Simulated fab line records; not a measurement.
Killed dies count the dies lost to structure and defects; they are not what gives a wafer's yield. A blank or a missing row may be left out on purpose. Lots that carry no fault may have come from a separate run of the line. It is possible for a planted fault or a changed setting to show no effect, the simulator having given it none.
Lot-split experiment || flow ritCmos || 23 wafers read across 5 lots, on a route 202 steps long

## THE SPLIT
At RIT_SDANNEAL_RTA_03 (time 5 s), the setting timeS was moved away from the recipe's 5 s on 5 of the 23 wafers read, by -10.7% to -8.8%. For the rest of the wafers, this setting stayed at what the recipe calls for.

Between the split and the reading, the file records no step.

## THE READING
Measured at RIT_SDANNEAL_RS_MEAS_06 by four-point probe: PLDD_RS, in ohm/sq. On this fab line, fault-free wafers typically give 178.6 ohm/sq with a standard deviation of 0.45 ohm/sq.

{"wafer": "L076.2", "tool, chamber at the split": "rtpAnneal-02, 0", "timeS as run, s": 5, "against the recipe": "recipe", "PLDD_RS, ohm/sq": 178.7, "against lot-mates on the recipe": "-"}
{"wafer": "L076.3", "tool, chamber at the split": "rtpAnneal-02, 0", "timeS as run, s": 5, "against the recipe": "recipe", "PLDD_RS, ohm/sq": 178.7, "against lot-mates on the recipe": "-"}
{"wafer": "L076.4", "tool, chamber at the split": "rtpAnneal-02, 0", "timeS as run, s": 5, "against the recipe": "recipe", "PLDD_RS, ohm/sq": 178.8, "against lot-mates on the recipe": "-"}
{"wafer": "L076.5", "tool, chamber at the split": "rtpAnneal-02, 0", "timeS as run, s": 5, "against the recipe": "recipe", "PLDD_RS, ohm/sq": 178.8, "against lot-mates on the recipe": "-"}
{"wafer": "L076.6", "tool, chamber at the split": "rtpAnneal-02, 0", "timeS as run, s": 5, "against the recipe": "recipe", "PLDD_RS, ohm/sq": 178.7, "against lot-mates on the recipe": "-"}
{"wafer": "L078.1", "tool, chamber at the split": "rtpAnneal-02, 0", "timeS as run, s": 5, "against the recipe": "recipe", "PLDD_RS, ohm/sq": 179.0, "against lot-mates on the recipe": "-"}
{"wafer": "L078.2", "tool, chamber at the split": "rtpAnneal-02, 0", "timeS as run, s": 5, "against the recipe": "recipe", "PLDD_RS, ohm/sq": 179.0, "against lot-mates on the recipe": "-"}
{"wafer": "L078.3", "tool, chamber at the split": "rtpAnneal-02, 0", "timeS as run, s": 5, "against the recipe": "recipe", "PLDD_RS, ohm/sq": 178.8, "against lot-mates on the recipe": "-"}
{"wafer": "L078.4", "tool, chamber at the split": "rtpAnneal-02, 0", "timeS as run, s": 5, "against the recipe": "recipe", "PLDD_RS, ohm/sq": 178.9, "against lot-mates on the recipe": "-"}
{"wafer": "L078.5", "tool, chamber at the split": "rtpAnneal-02, 0", "timeS as run, s": 5, "against the recipe": "recipe", "PLDD_RS, ohm/sq": 178.7, "against lot-mates on the recipe": "-"}
{"wafer": "L080.1", "tool, chamber at the split": "rtpAnneal-02, 0", "timeS as run, s": 5, "against the recipe": "recipe", "PLDD_RS, ohm/sq": 179.0, "against lot-mates on the recipe": "-"}
{"wafer": "L080.2", "tool, chamber at the split": "rtpAnneal-02, 0", "timeS as run, s": 5, "against the recipe": "recipe", "PLDD_RS, ohm/sq": 178.9, "against lot-mates on the recipe": "-"}
{"wafer": "L080.3", "tool, chamber at the split": "rtpAnneal-02, 0", "timeS as run, s": 5, "against the recipe": "recipe", "PLDD_RS, ohm/sq": 179.0, "against lot-mates on the recipe": "-"}
{"wafer": "L080.5", "tool, chamber at the split": "rtpAnneal-02, 0", "timeS as run, s": 4.562, "against the recipe": "-8.8%", "PLDD_RS, ohm/sq": 179.9, "against lot-mates on the recipe": "+0.9"}
{"wafer": "L080.6", "tool, chamber at the split": "rtpAnneal-02, 0", "timeS as run, s": 4.562, "against the recipe": "-8.8%", "PLDD_RS, ohm/sq": 179.6, "against lot-mates on the recipe": "+0.6"}
{"wafer": "L082.1", "tool, chamber at the split": "rtpAnneal-02, 0", "timeS as run, s": 5, "against the recipe": "recipe", "PLDD_RS, ohm/sq": 177.9, "against lot-mates on the recipe": "-"}
{"wafer": "L082.2", "tool, chamber at the split": "rtpAnneal-02, 0", "timeS as run, s": 4.465, "against the recipe": "-10.7%", "PLDD_RS, ohm/sq": 179.1, "against lot-mates on the recipe": "+1.4"}
{"wafer": "L082.4", "tool, chamber at the split": "rtpAnneal-02, 0", "timeS as run, s": 4.465, "against the recipe": "-10.7%", "PLDD_RS, ohm/sq": 179.5, "against lot-mates on the recipe": "+1.8"}
{"wafer": "L082.5", "tool, chamber at the split": "rtpAnneal-02, 0", "timeS as run, s": 4.465, "against the recipe": "-10.7%", "PLDD_RS, ohm/sq": 179.3, "against lot-mates on the recipe": "+1.6"}
{"wafer": "L082.6", "tool, chamber at the split": "rtpAnneal-02, 0", "timeS as run, s": 5, "against the recipe": "recipe", "PLDD_RS, ohm/sq": 177.5, "against lot-mates on the recipe": "-"}
{"wafer": "L083.2", "tool, chamber at the split": "rtpAnneal-01, 0", "timeS as run, s": 5, "against the recipe": "recipe", "PLDD_RS, ohm/sq": 178.9, "against lot-mates on the recipe": "-"}
{"wafer": "L083.4", "tool, chamber at the split": "rtpAnneal-01, 0", "timeS as run, s": 5, "against the recipe": "recipe", "PLDD_RS, ohm/sq": 178.5, "against lot-mates on the recipe": "-"}
{"wafer": "L083.6", "tool, chamber at the split": "rtpAnneal-01, 0", "timeS as run, s": 5, "against the recipe": "recipe", "PLDD_RS, ohm/sq": 178.8, "against lot-mates on the recipe": "-"}

FIT RESULTS
A straight line over all 23 wafers: PLDD_RS changes by -0.075 ohm/sq for each +1% of timeS; r = -0.64; the points scatter about the line by 0.39 ohm/sq.
The same after taking each lot's own level away (the mean of its wafers on the recipe; 23 wafers): -0.132 ohm/sq for each +1%; r = -0.95; scatter 0.19 ohm/sq.
According to that fit, moving timeS by its largest amount changes the reading by 1.4 ohm/sq.
Measured against the standard deviation above, the lots' own levels, which go from 177.70 to 178.97 ohm/sq, span 2.8 times it.
So the lot-to-lot level blurs the effect unless lot-mates are compared.
Check: +1.4 ohm/sq against its lot-mates is what the line predicts for one of the wafers moved furthest among these (-10.7%) when that wafer is left out of the fit. Against them it came out at +1.4 ohm/sq.

## OTHER SPLITS APPLIED TO THESE WAFERS
Note: prior to the reading, these wafers also went through further splits. Each is held against what the fit with the lots' levels taken away leaves over:
{"other split on the same wafers": "RIT_GATE_EXPOSE_13 doseMj", "wafers away from the commonest value": 7, "r with PLDD_RS (lot level and that fit taken away)": "+0.44"}
{"other split on the same wafers": "RIT_NLDD_COAT_01 spinRpm", "wafers away from the commonest value": 8, "r with PLDD_RS (lot level and that fit taken away)": -0.13}
{"other split on the same wafers": "RIT_NLDD_IMPLANT_08 energyKev", "wafers away from the commonest value": 5, "r with PLDD_RS (lot level and that fit taken away)": "+0.34"}
{"other split on the same wafers": "RIT_NSD_IMPLANT_08 energyKev", "wafers away from the commonest value": 6, "r with PLDD_RS (lot level and that fit taken away)": "+0.38"}

## FILE'S OWN FIT
PLDD_RS changes by -0.125 ohm/sq for each +1% of timeS, r = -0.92.
